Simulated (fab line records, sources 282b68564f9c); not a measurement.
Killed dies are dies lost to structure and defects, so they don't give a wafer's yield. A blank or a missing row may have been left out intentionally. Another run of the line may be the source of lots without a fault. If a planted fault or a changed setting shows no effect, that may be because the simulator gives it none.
A lot that was struck, set against a sound lot / flow ritCmos / 20 steps out of a route of 202
Sound: wafers L270.3, L270.4, L270.6. Wafers struck: L279.3, L279.5, L279.6. The cause is named last.
At each step with rows: each side's tool, then ch and its chambers, then its first start. Under that, the readings that differ: sound wafers / struck wafers / difference of the means / sigmas: that difference in standard deviations of wafers without a fault.
alike: readings with means less than 2 such deviations apart, plus words and numbers identical on both sides. not compared: withheld readings, readings lacking a value on some wafer, bounds such as >300 that could conceal the same value, and numbers that have no deviation in the record and whose values overlap.
The two part at a step that has a row with sigmas, a row that says differs or no value, or rows on one side only. Numbers that have no deviation but don't overlap get no sigmas and don't part them. Lack of a reading on every wafer of one side parts them only where that side has two or more wafers.

first, 4 steps without rows for these wafers: RIT_ACTIVE_SOFTBAKE_07 (time 60 s); RIT_ACTIVE_EXPOSE_08 (exposes mask M1, target cd 1400 nm); RIT_ACTIVE_PEB_09; RIT_ACTIVE_DEVELOP_10 (develop time 50 s).
RIT_ACTIVE_CD_MEAS_11: target cd 1400 nm.
  struck on cdSem-02, day 5 02:49; sound on cdSem-02, day 3 02:46
  alike: cdNm
then, 1 step without rows for these wafers: RIT_ACTIVE_HARDBAKE_12 (time 60 s).
RIT_ACTIVE_ETCH_13: etches Si3N4 in SF6, stops on SiO2, time 205.4 s, target depth 210 nm.
  sound on rieDiel-01 ch 0,1,3, day 3 03:08; struck on rieDiel-02 ch 0,1,2, day 5 03:03
  alike: drypumpMotorCurrentA, oesProductAu, rfFwdPowerW, throttleValvePct
  not compared: rfHoursCounterH
RIT_ACTIVE_STRIP_14: strips in O2, time 180 s.
  sound on plasmaAsher-01 ch 0,1, day 3 03:20; struck on plasmaAsher-04 ch 0,1, day 5 03:14
  alike: drypumpMotorCurrentA, rfReflPowerW
  not compared: rfHoursCounterH
RIT_ACTIVE_CD_MEAS_90: target cd 1400 nm.
  struck on cdSem-02, day 5 03:24; sound on cdSem-01, day 3 03:29
  alike: cdNm
then, 3 steps without rows for these wafers: RIT_ACTIVE_CLEAN_15 (cleans in SC1, time 600 s); RIT_ACTIVE_CLEAN_16 (cleans in dHF, time 30 s); RIT_ACTIVE_CLEAN_17 (cleans in SC2, time 600 s).
RIT_FOX1_OXIDATION_00: target thk 350.7 nm, ox time 1130 s.
  sound on furnace-03 ch 0, day 3 03:56; struck on furnace-03 ch 0, day 5 05:05
reading=model.SiO2_of_FOX1_OXIDATION_00.thkNm (nm); sound=341.8 347.7 346.7; struck=224 227.9 228.7; difference=-119; sigmas=
reading=model.Si3N4_of_ACTIVE_CVD_03.thkNm (nm); sound=144.4 145 143.7; struck=143 142.8 143.6; difference=-1; sigmas=
RIT_FOX1_THK_MEAS_01:
  struck on filmMetro-02, day 5 06:25; sound on filmMetro-04, day 3 05:16
reading=FOX1_OXIDE_THK (nm); sound=342 348 346; struck=224 228 229; difference=-118; sigmas=-20
then, 2 steps without rows for these wafers: RIT_FOX1_WET_ETCH_02 (etches SiO2 in BOE, target depth 350 nm, time 390 s); RIT_FOX2_OXIDATION_00 (target thk 350.7 nm, ox time 1130 s).
RIT_FOX2_THK_MEAS_01:
  struck on filmMetro-02, day 5 10:02; sound on filmMetro-03, day 3 07:14
  alike: FOX2_OXIDE_THK
RIT_FOX2_CLEAN_02: cleans in dHF, time 180 s.
  sound on wetBench-02 ch 0, day 3 07:17; struck on wetBench-04 ch 0, day 5 10:04
reading=model.Si3N4_of_ACTIVE_CVD_03.thkNm (nm); sound=132.7 133.2 132; struck=131.2 131 131.8; difference=-1.3; sigmas=
then, 1 step without rows for these wafers: RIT_FOX2_WET_ETCH_03 (etches Si3N4 in H3PO4, target depth 195 nm, time 2700 s).
-- the record jumps here: 2 days lie between the struck wafers' starts before and after (it left off in module FOX2 and takes up again in module M1, whose first step shown is number 202 of the route) --
RIT_M1_PROBE_99:
  struck on prober-02, day 7 10:22; sound on prober-02, day 5 04:56
reading=model.etest.pplusSal.widthNm (nm); sound=3429 3463 3441; struck=3588 3548 3567; difference=+123; sigmas=
reading=model.etest.nplusSal.widthNm (nm); sound=3452 3457 3441; struck=3570 3571 3580; difference=+124; sigmas=
reading=model.etest.nldd.widthNm (nm); sound=3190 3197 3186; struck=3266 3267 3257; difference=+72; sigmas=
reading=model.etest.pldd.widthNm (nm); sound=3182 3208 3185; struck=3271 3263 3267; difference=+75; sigmas=
reading=model.etest.nmosNarrow.driveUaUm; sound=232.9 231.4 233.2; struck=241.4 234.3 237.8; difference=+5.3; sigmas=
reading=model.etest.pmosNarrow.driveUaUm; sound=107.1 105.6 105.5; struck=113.3 110.4 110.5; difference=+5.3; sigmas=
reading=model.etest.fieldPMetal.vtV (V); sound=-29.2 -29.13 -29.5; struck=-31.42 -31.18 -30.94; difference=-1.90; sigmas=
reading=model.etest.fieldP.vtV (V); sound=-12.62 -12.6 -12.62; struck=-13.45 -13.5 -13.48; difference=-0.86; sigmas=
  alike: killedAtContacts, killedAtFrontEnd, killedDies, killedOpen, killedShort

WHERE THEY PART
Only at RIT_FOX1_THK_MEAS_01, as far as this record shows. Later steps at which nothing parts them and some readings are alike: RIT_FOX2_THK_MEAS_01, RIT_M1_PROBE_99.

WHY: the cause the simulator had injected
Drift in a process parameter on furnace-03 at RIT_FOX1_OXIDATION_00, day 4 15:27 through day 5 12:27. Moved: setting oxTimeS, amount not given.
